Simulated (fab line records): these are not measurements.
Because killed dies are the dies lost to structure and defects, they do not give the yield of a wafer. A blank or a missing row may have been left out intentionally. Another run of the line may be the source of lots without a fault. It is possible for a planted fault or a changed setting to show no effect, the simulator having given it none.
A struck lot beside a sound one || flow ritCmos || 24 out of 202 route steps
Sound: the wafers L468.1, L468.2, L468.5. Wafers L462.2, L462.3, L462.6 were the ones struck. The cause comes at the end.
Order at every step that has rows: each side's tool, ch and its chambers, its first start. Under that, the readings that differ: sound wafers || struck wafers || difference of the means || sigmas: that difference in standard deviations of wafers without a fault.
alike: readings with means less than 2 such deviations apart, plus words and numbers identical on both sides. not compared: withheld readings, readings lacking a value on some wafer, bounds such as >300 that could conceal the same value, and numbers that have no deviation in the record and whose values overlap.
Wherever a step has rows on one side only, a row that says differs or no value, or a row with sigmas, the two part there. When numbers do not overlap yet have no deviation, they are printed without sigmas and do not part them. Lack of a reading on every wafer of one side parts them only where that side has two or more wafers.

first, 1 step without rows for these wafers: RIT_CONTACT_HARDBAKE_10 (time 60 s).
RIT_CONTACT_ETCH_11: etches SiO2 in CHF3/CF4/Ar, stops on TiSi2, target depth 480 nm, time 326.9 s.
  sound on rieDiel-01 ch 0,2,3, day 5 01:50; struck on rieDiel-03 ch 0,1,3, day 3 20:41
  alike: O2_flow_sccm, drypumpMotorCurrentA, oesProductAu, throttleValvePct
  not compared: rfHoursCounterH
RIT_CONTACT_STRIP_12: strips in O2, time 180 s.
  sound on plasmaAsher-03 ch 0,1, day 5 02:01; struck on plasmaAsher-02 ch 0,1, day 3 20:53
  alike: drypumpMotorCurrentA
  not compared: rfHoursCounterH
RIT_CONTACT_CD_MEAS_90: target cd 1000 nm.
  sound: cdSem-01 at day 5 02:12; struck: cdSem-01 at day 3 21:04
{"reading": "cdNm (nm)", "sound": "1001.9 1003.4 1001.6", "struck": "996.6 994.2 996.3", "difference": -6.6, "sigmas": -3}
then, 2 steps without rows for these wafers: RIT_CONTACT_CLEAN_13 (cleans in SC1, time 600 s); RIT_CONTACT_CLEAN_14 (cleans in SC2, time 600 s).
RIT_M1_SPUTTER_00: material Al, target thk 400 nm, time 500 s.
  sound: pvdSputter-04 at day 5 02:52; struck: pvdSputter-04 at day 3 21:31
  alike: throttleValvePct
RIT_M1_RS_MEAS_01: measurement is done with a four-point probe.
  sound: filmMetro-01 at day 5 03:10; struck: filmMetro-01 at day 3 21:50
  alike: M1_AL_RS
RIT_M1_THK_MEAS_02: measures by xrf.
  sound: filmMetro-01 at day 5 03:17; struck: filmMetro-01 at day 3 21:57
  alike: M1_AL_THK
then, 3 steps without rows for these wafers: RIT_M1_HMDS_03 (prime time 60 s); RIT_M1_COAT_04 (resist thk 1300 nm); RIT_M1_SOFTBAKE_05 (time 60 s).
RIT_M1_EXPOSE_06: exposes mask M12, target cd 2600 nm.
  sound on ilineStepper-02 ch 0, day 5 03:50; struck on ilineStepper-02 ch 0, day 3 22:28
{"reading": "mask", "sound": "M12#0 M12#0 M12#0", "struck": "M12_R1#0 M12_R1#0 M12_R1#0", "difference": "differs", "sigmas": ""}
  alike: reticleTempC
next, for these wafers, 1 step has no rows: RIT_M1_PEB_07.
RIT_M1_DEVELOP_08: develop time 65.48 s.
  sound: lithoTrack-03 ch 0; struck: lithoTrack-03 ch 0
{"reading": "model.M1.cdNm (nm)", "sound": "2604 2604 2604", "struck": "2250 2250 2251", "difference": -354, "sigmas": ""}
  alike: resistLineTempC
RIT_M1_CD_MEAS_09: target cd 2600 nm.
  sound: cdSem-01 at day 5 04:16; struck: cdSem-01 at day 3 22:54
{"reading": "cdNm (nm)", "sound": "2604.4 2604.5 2603.4", "struck": "2250.0 2250.4 2250.8", "difference": -353.7, "sigmas": "-99 or more"}
RIT_M1_OVL_MEAS_10:
  sound: overlay-02 at day 5 04:23; struck: overlay-01 at day 3 23:00
  alike: M1_OVL
then, 1 step without rows for these wafers: RIT_M1_HARDBAKE_11 (time 120 s).
RIT_M1_METAL_ETCH_12: etches Al in Cl2/BCl3, stops on SiO2, time 165 s, target depth 600 nm.
  sound on rieMetal-02 ch 0,1, day 5 04:40; struck on rieMetal-02 ch 1, day 3 23:17
{"reading": "model.M1.cdNm (nm)", "sound": "2605 2605 2604", "struck": "2249 2250 2251", "difference": -355, "sigmas": ""}
  alike: drypumpMotorCurrentA, oesProductAu, throttleValvePct
  not compared: rfHoursCounterH
then, 1 step without rows for these wafers: RIT_M1_STRIP_13 (strips in nmp, time 600 s).
RIT_M1_STRIP_14: strips in O2, time 180 s.
  sound on plasmaAsher-02 ch 0,1, day 5 05:11; struck on plasmaAsher-02 ch 0, day 3 23:37
  alike: drypumpMotorCurrentA
  not compared: rfHoursCounterH
RIT_M1_CD_MEAS_90: target cd 2600 nm.
  sound: cdSem-02 at day 5 05:21; struck: cdSem-02 at day 3 23:49
{"reading": "cdNm (nm)", "sound": "2605 2605 2604", "struck": "2249 2250 2251", "difference": -355, "sigmas": "-99 or more"}
then, 1 step without rows for these wafers: RIT_M1_ANNEAL_15 (time 1800 s).
RIT_M1_PROBE_99:
  sound: prober-01 at day 5 07:05; struck: prober-01 at day 4 01:35
{"reading": "defectLimitedYield (%)", "sound": "97.0 98.5 98.1", "struck": "88.3 86.0 86.0", "difference": -11.1, "sigmas": -9}
{"reading": "killed_at_M0_to_M3", "sound": "0 0 0", "struck": "25 29 31", "difference": "+28", "sigmas": "+99 or more"}
{"reading": "killedDies", "sound": "8 4 5", "struck": "31 37 37", "difference": "+29", "sigmas": "+9"}
{"reading": "killedOnRim", "sound": "3 2 0", "struck": "22 26 24", "difference": "+22", "sigmas": "+16"}
{"reading": "sort_bin_5_function (%)", "sound": "2.3 1.1 1.5", "struck": "10.2 13.3 13.3", "difference": "+10.6", "sigmas": "+14"}
{"reading": "sortNPass", "sound": "256 260 259", "struck": "233 227 227", "difference": -29, "sigmas": -9}
{"reading": "sortYieldPct (%)", "sound": "97.0 98.5 98.1", "struck": "88.3 86.0 86.0", "difference": -11.1, "sigmas": -9}
{"reading": "model.etest.m1.widthNm (nm)", "sound": "2605 2604 2608", "struck": "2252 2252 2253", "difference": -353, "sigmas": ""}
{"reading": "model.etest.tester.sortNPass", "sound": "256 260 259", "struck": "233 227 227", "difference": -29, "sigmas": ""}
{"reading": "model.etest.tester.sortYieldPct (%)", "sound": "96.97 98.48 98.11", "struck": "88.26 85.98 85.98", "difference": -11.11, "sigmas": ""}
{"reading": "model.etest.tester.sort_bin_5_pct (%)", "sound": "2.273 1.136 1.515", "struck": "10.23 13.26 13.26", "difference": "+10.61", "sigmas": ""}
{"reading": "model.etest.nmos_0p15.junctionLog10AUm", "sound": "-13.51 -13.5 -13.55", "struck": "-11.78 -11.97 -11.96", "difference": "+1.62", "sigmas": ""}
{"reading": "model.etest.nmosNarrow.offLog10AUm", "sound": "-13.19 -13.15 -13.17", "struck": "-11.78 -11.97 -11.95", "difference": "+1.27", "sigmas": ""}
{"reading": "model.etest.gateEndArray.leakLog10AUm", "sound": "-13.04 -12.92 -12.9", "struck": "-11.62 -11.82 -11.69", "difference": "+1.24", "sigmas": ""}
{"reading": "model.etest.nmos_0p3.offLog10AUm", "sound": "-13.06 -13.07 -13.07", "struck": "-11.76 -11.94 -11.94", "difference": "+1.19", "sigmas": ""}
  alike: killedAtFrontEnd, killedOpen, killedShort, sort_bin_3_pad_short, sort_bin_6_memory

== WHERE THEY PART ==
Last at RIT_M1_PROBE_99 as far as this record goes, first at RIT_CONTACT_CD_MEAS_90.

WHY: whatever the simulator had introduced
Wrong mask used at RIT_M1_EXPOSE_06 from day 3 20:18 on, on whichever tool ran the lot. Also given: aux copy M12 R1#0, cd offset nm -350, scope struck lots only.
